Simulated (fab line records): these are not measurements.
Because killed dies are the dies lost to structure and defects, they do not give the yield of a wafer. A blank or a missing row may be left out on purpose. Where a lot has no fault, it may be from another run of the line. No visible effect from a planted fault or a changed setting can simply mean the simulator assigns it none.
Which tool was responsible? -- flow berkeley_cmos170 -- 7 lots with 21 wafers sampled at 2 steps, on a route of 331 steps

## WHAT THE GAUGES SHOWED, per wafer
UCB170_CONTACT_THK_MEAS_02.
lot,measured,on,CONTACT_PSG_THK (nm)
L598,day 8 22:38,film_metro-02,716 707 711
L597,day 9 00:25,film_metro-03,691 699 700
L601,day 9 01:53,film_metro-04,705 701 698
L604,day 9 13:02,film_metro-04,699 698 698
L607,day 9 19:55,film_metro-03,616 617 617
L612,day 11 16:16,film_metro-03,610 613 610
L613,day 11 18:07,film_metro-04,606 613 612

## EACH LOT AND THE TOOL THAT RAN IT (in order: tool; ch and the chambers of the sampled wafers; start)
lot,UCB170_CONTACT_CVD_01
L598,"lpcvd-02 ch 1, day 8 20:51"
L597,"lpcvd-02 ch 0, day 8 22:38"
L601,"lpcvd-01 ch 1, day 9 00:07"
L604,"lpcvd-02 ch 1, day 9 11:14"
L607,"lpcvd-01 ch 1, day 9 17:15"
L612,"lpcvd-01 ch 1, day 11 14:29"
L613,"lpcvd-01 ch 0, day 11 16:16"
- UCB170_CONTACT_CVD_01: deposits PSG from SiH4/O2/PH3, target thk 700 nm, time 2820 s.

## THE ANSWER, worked out from the rows above alone
Rule: usual is defined by the lots themselves. The widest of any qualifying gaps counts: lots, ordered by their means at a reading, are off when they make up no more than a third of the lots, leave a main group of 4 or more, and stand apart from it by 3 or more times the standard deviation of that group's means. A main group is skipped when, at the precision printed for the reading in the tables above, its means are all equal. A lot without any number at a reading at which 4 lots or more have one is off too. Where the step has rows for the other lots, those lots are counted as sound.
Nothing can be told from this: no lot is off at any reading shown.

## WHAT THE SIMULATOR HAD PUT IN
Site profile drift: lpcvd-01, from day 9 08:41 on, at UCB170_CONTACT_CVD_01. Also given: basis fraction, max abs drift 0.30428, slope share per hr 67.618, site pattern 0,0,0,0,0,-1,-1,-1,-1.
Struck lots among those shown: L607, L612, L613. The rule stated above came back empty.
